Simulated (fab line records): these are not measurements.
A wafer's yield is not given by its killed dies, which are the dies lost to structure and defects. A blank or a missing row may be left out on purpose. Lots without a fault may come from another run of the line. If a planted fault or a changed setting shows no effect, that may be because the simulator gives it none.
Struck lot and sound lot, side by side ; flow ritCmos ; 44 steps out of a route of 202
Sound: wafers L703.1, L703.5, L703.6. Wafers L711.1, L711.3, L711.6 were the ones struck. At the end, the cause is stated.
At each step with rows: each side's tool, then ch and its chambers, then its first start. Under that, the readings that differ: sound wafers ; struck wafers ; difference of the means ; sigmas: that difference in standard deviations of wafers without a fault.
alike: words and numbers the same on both sides, and readings whose means are apart by under 2 such deviations; not compared: readings that were withheld, readings missing a value for some wafer, numbers with overlapping values and no deviation given by the record, and bounds like >300 which may hide the same value.
Wherever a step has rows on one side only, a row that says differs or no value, or a row with sigmas, the two part there. When numbers do not overlap yet have no deviation, they are printed without sigmas and do not part them. A reading that every wafer of one side lacks parts them only if that side has two wafers or more.

first, 2 steps without rows for these wafers: RIT_NLDD_HARDBAKE_07 (time 60 s); RIT_NLDD_IMPLANT_08.
RIT_NLDD_STRIP_09: strips in O2, time 180 s.
  sound on plasmaAsher-02 ch 0,1, day 5 10:14; struck on plasmaAsher-03 ch 0,1, day 7 01:58
  alike: drypumpMotorCurrentA
  not compared: rfHoursCounterH
RIT_NLDD_TW_MEAS_10:
  sound on filmMetro-01, day 5 10:25; struck on filmMetro-04, day 7 02:08
reading;sound;struck;difference;sigmas
NLDD_TW;2421 2432 2412;2485 2487 2491;+66;+2
then, 6 steps without rows for these wafers: RIT_PLDD_HMDS_00 (prime time 60 s); RIT_PLDD_COAT_01 (resist thk 1000 nm); RIT_PLDD_SOFTBAKE_02 (time 60 s); RIT_PLDD_EXPOSE_03 (exposes mask M8, target cd 40900 nm); RIT_PLDD_PEB_04; RIT_PLDD_DEVELOP_05 (develop time 50 s).
RIT_PLDD_OVL_MEAS_06:
  sound on overlay-01, day 5 11:26; struck on overlay-02, day 7 03:03
  alike: PLDD_OVL
then, 1 step without rows for these wafers: RIT_PLDD_HARDBAKE_07 (time 60 s).
RIT_PLDD_IMPLANT_08:
  sound on implanter-03 ch 0, day 5 11:38; struck on implanter-01 ch 0, day 7 03:14
reading;sound;struck;difference;sigmas
beamEnergyKeV;19.986 19.994 19.988;26.011 26.011 26.003;+6.019;+99 or more
model.implant.rpNm (nm);17.66 17.66 17.66;21.92 21.92 21.92;+4.26;
model.implant.drpNm (nm);9.752 9.752 9.752;11.73 11.73 11.73;+1.98;
  alike: endStationPressureTorr
RIT_PLDD_STRIP_09: strips in O2, time 180 s.
  sound on plasmaAsher-03 ch 0,1, day 5 11:47; struck on plasmaAsher-02 ch 0,1, day 7 03:23
  alike: drypumpMotorCurrentA
  not compared: rfHoursCounterH
RIT_PLDD_TW_MEAS_10:
  sound on filmMetro-03, day 5 11:57; struck on filmMetro-01, day 7 03:34
reading;sound;struck;difference;sigmas
PLDD_TW;2308 2313 2310;2479 2474 2465;+162;+8
then, 4 steps without rows for these wafers: RIT_SPACER_CLEAN_00 (cleans in SC1, time 600 s); RIT_SPACER_CLEAN_01 (cleans in dHF, time 30 s); RIT_SPACER_CLEAN_02 (cleans in SC2, time 600 s); RIT_SPACER_CVD_03 (deposits Si3N4 from SiH2Cl2/NH3, target thk 250 nm, time 3300 s).
RIT_SPACER_THK_MEAS_04:
  sound on filmMetro-03, day 5 15:17; struck on filmMetro-02, day 7 06:07
  alike: SPACER_NITRIDE_THK
RIT_SPACER_ETCHBACK_05: etches Si3N4 in SF6/CHF3, stops on SiO2, target depth 250 nm, time 240 s.
  sound on rieDiel-01 ch 0,1, day 5 15:21; struck on rieDiel-04 ch 2,3, day 7 06:10
  alike: drypumpMotorCurrentA, oesProductAu, throttleValvePct
  not compared: rfHoursCounterH
then, 6 steps without rows for these wafers: RIT_NSD_HMDS_00 (prime time 60 s); RIT_NSD_COAT_01 (resist thk 1000 nm); RIT_NSD_SOFTBAKE_02 (time 60 s); RIT_NSD_EXPOSE_03 (exposes mask M9, target cd 40700 nm); RIT_NSD_PEB_04; RIT_NSD_DEVELOP_05 (develop time 50 s).
RIT_NSD_OVL_MEAS_06:
  sound on overlay-01, day 5 16:28; struck on overlay-02, day 7 07:10
  alike: NSD_OVL
then, 2 steps without rows for these wafers: RIT_NSD_HARDBAKE_07 (time 60 s); RIT_NSD_IMPLANT_08.
RIT_NSD_STRIP_09: strips in O2, time 180 s.
  sound on plasmaAsher-02 ch 0,1, day 5 16:49; struck on plasmaAsher-02 ch 0, day 7 07:40
  alike: drypumpMotorCurrentA
  not compared: rfHoursCounterH
RIT_NSD_TW_MEAS_10:
  sound on filmMetro-01, day 5 16:59; struck on filmMetro-03, day 7 07:50
  alike: NSD_TW
then, 6 steps without rows for these wafers: RIT_PSD_HMDS_00 (prime time 60 s); RIT_PSD_COAT_01 (resist thk 1000 nm); RIT_PSD_SOFTBAKE_02 (time 60 s); RIT_PSD_EXPOSE_03 (exposes mask M10, target cd 40900 nm); RIT_PSD_PEB_04; RIT_PSD_DEVELOP_05 (develop time 50 s).
RIT_PSD_OVL_MEAS_06:
  sound on overlay-02, day 5 17:53; struck on overlay-02, day 7 08:54
reading;sound;struck;difference;sigmas
PSD_OVL (nm);-2.8 -2.8 -2.1;0.5 2.2 1.7;+4.0;+3
then, 2 steps without rows for these wafers: RIT_PSD_HARDBAKE_07 (time 60 s); RIT_PSD_IMPLANT_08.
RIT_PSD_STRIP_09: strips in O2, time 180 s.
  sound on plasmaAsher-03 ch 0,1, day 5 18:14; struck on plasmaAsher-01 ch 0,1, day 7 09:14
  alike: drypumpMotorCurrentA
  not compared: rfHoursCounterH
RIT_SDANNEAL_RS_MEAS_06: the measuring method here is four-point-probe.
  sound on filmMetro-04, day 5 19:10; struck on filmMetro-01, day 7 10:08
reading;sound;struck;difference;sigmas
PLDD_RS (ohm/sq);178.3 178.4 178.9;163.0 163.0 163.5;-15.4;-29
RIT_M1_PROBE_99:
  sound on prober-01, day 6 02:37; struck on prober-01, day 7 17:32
reading;sound;struck;difference;sigmas
model.etest.pmosTurned.rOnOhmUm;3500 3516 3466;2874 2880 2937;-597;
model.etest.pmos_0p3.rOnOhmUm;6356 6404 6405;5945 5966 6078;-392;
model.etest.pmos_0p15.rOnOhmUm;2802 2780 2768;2347 2367 2410;-409;
model.etest.pldd.rsOhmSq;513.3 514.4 515.5;311.9 315.1 316.2;-200.0;
model.etest.pldd.lineOhmUm;162.1 161.9 161.3;98.3 100.6 99.39;-62.3;
model.etest.pmosTurned.driveUaUm;184.6 185.2 184.7;237.6 236.3 229.6;+49.7;
model.etest.pmos_0p15.driveUaUm;253.7 253.7 252.4;302.1 297.2 291.9;+43.8;
model.etest.pmosNarrow.driveUaUm;102.7 102.3 100.2;105.8 106 103.8;+3.5;
  alike: killedAtFrontEnd, killedDies, killedOpen, killedShort

== WHERE THEY PART ==
First at RIT_NLDD_TW_MEAS_10; last, within this record, at RIT_SDANNEAL_RS_MEAS_06. Later steps at which nothing parts them and some readings are alike: RIT_M1_PROBE_99.

WHY: what the simulator had put in
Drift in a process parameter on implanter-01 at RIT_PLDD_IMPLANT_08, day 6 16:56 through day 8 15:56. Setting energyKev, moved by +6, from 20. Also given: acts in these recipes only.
